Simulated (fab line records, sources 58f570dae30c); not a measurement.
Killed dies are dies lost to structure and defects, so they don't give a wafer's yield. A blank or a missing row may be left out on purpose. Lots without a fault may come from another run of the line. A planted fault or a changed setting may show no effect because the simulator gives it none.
Which tool did it? | flow berkeley_cmos170 | 15 lots, 45 wafers sampled, at 2 steps of a route of 331

WHAT THE GAUGES READ, wafer by wafer
UCB170_NWELL_THK_MEAS_05.
lot  | measured    | on            | NWELL_NITRIDE_THK (nm)
L882 | day 3 03:47 | film_metro-03 | 221.6 222.5 222.0
L883 | day 3 03:47 | film_metro-04 | 222.3 221.1 221.4
L884 | day 3 13:08 | film_metro-04 | 221.1 224.0 221.5
L885 | day 3 13:08 | film_metro-03 | 223.3 227.4 224.6
L886 | day 3 21:37 | film_metro-03 | 221.8 220.1 222.1
L887 | day 3 21:38 | film_metro-01 | 220.9 222.2 222.6
L888 | day 4 05:35 | film_metro-03 | 222.3 222.4 221.2
L890 | day 4 11:45 | film_metro-04 | 218.5 219.2 219.2
L889 | day 4 11:46 | film_metro-01 | 223.1 221.2 223.0
L891 | day 4 20:09 | film_metro-04 | 223.6 222.9 221.1
L894 | day 5 11:41 | film_metro-03 | 223.4 221.4 223.7
L897 | day 6 02:43 | film_metro-01 | 221.3 222.2 221.6
L898 | day 6 11:18 | film_metro-01 | 224.1 223.9 225.1
L899 | day 6 11:18 | film_metro-03 | 223.6 222.5 222.3
L900 | day 6 18:50 | film_metro-03 | 219.5 220.2 222.2

UCB170_PWELL_THK_MEAS_06.
lot  | measured    | on            | PWELL_NITRIDE_THK (nm)
L882 | day 4 01:28 | film_metro-01 | 217.1 215.5 216.6
L883 | day 4 01:28 | film_metro-04 | 220.3 220.1 219.5
L884 | day 4 09:25 | film_metro-01 | 219.9 220.7 220.0
L885 | day 4 09:25 | film_metro-04 | 221.1 223.4 221.1
L886 | day 4 17:36 | film_metro-04 | 216.8 217.3 216.0
L887 | day 4 17:37 | film_metro-01 | 219.9 219.6 219.9
L888 | day 5 00:29 | film_metro-01 | 219.2 221.4 220.1
L890 | day 5 09:10 | film_metro-01 | 219.0 218.3 218.6
L889 | day 5 09:11 | film_metro-04 | 221.0 222.3 220.1
L891 | day 5 16:17 | film_metro-01 | 222.6 220.3 221.9
L894 | day 6 05:52 | film_metro-02 | 216.0 217.1 217.7
L897 | day 6 23:07 | film_metro-04 | 221.5 221.7 221.3
L898 | day 7 08:10 | film_metro-02 | 219.4 217.6 217.5
L899 | day 7 08:10 | film_metro-01 | 221.5 221.1 221.9
L900 | day 7 16:37 | film_metro-04 | 218.9 216.9 220.0

WHICH TOOL RAN EACH LOT (tool, then ch and the chambers of the sampled wafers, then the start)
The record holds no process step before these readings.

WHAT THE TOOLS THEMSELVES READ (means of the sampled wafers that have a number; where no wafer has one, the mark that the record gives instead)
The record holds no such reading with a usual standard deviation.

THE ANSWER, worked out from the rows above alone
Rule: what is usual is taken from the lots themselves. Put in order of their means at a reading, lots are off if they are a third of the lots or fewer, leave a main group of 4 or more, and stand apart from it by a gap of 3 or more times the standard deviation of the main group's means; of several such gaps the widest counts. A main group whose means are all the same, to the digits that the tables above print for the reading, isn't used. A lot without any number at a reading at which 4 lots or more have one is off too. The other lots that the step has rows for count as sound. The gauges are gone through in route order, then the tools' own readings, and for those a lot's mean is taken as printed above. The first step at which some lot is off is used, and at that step the reading that is off furthest; a lot without a number counts as furthest.
No lot is off at any reading shown: from this, nothing can be told.

WHAT THE SIMULATOR HAD PUT IN
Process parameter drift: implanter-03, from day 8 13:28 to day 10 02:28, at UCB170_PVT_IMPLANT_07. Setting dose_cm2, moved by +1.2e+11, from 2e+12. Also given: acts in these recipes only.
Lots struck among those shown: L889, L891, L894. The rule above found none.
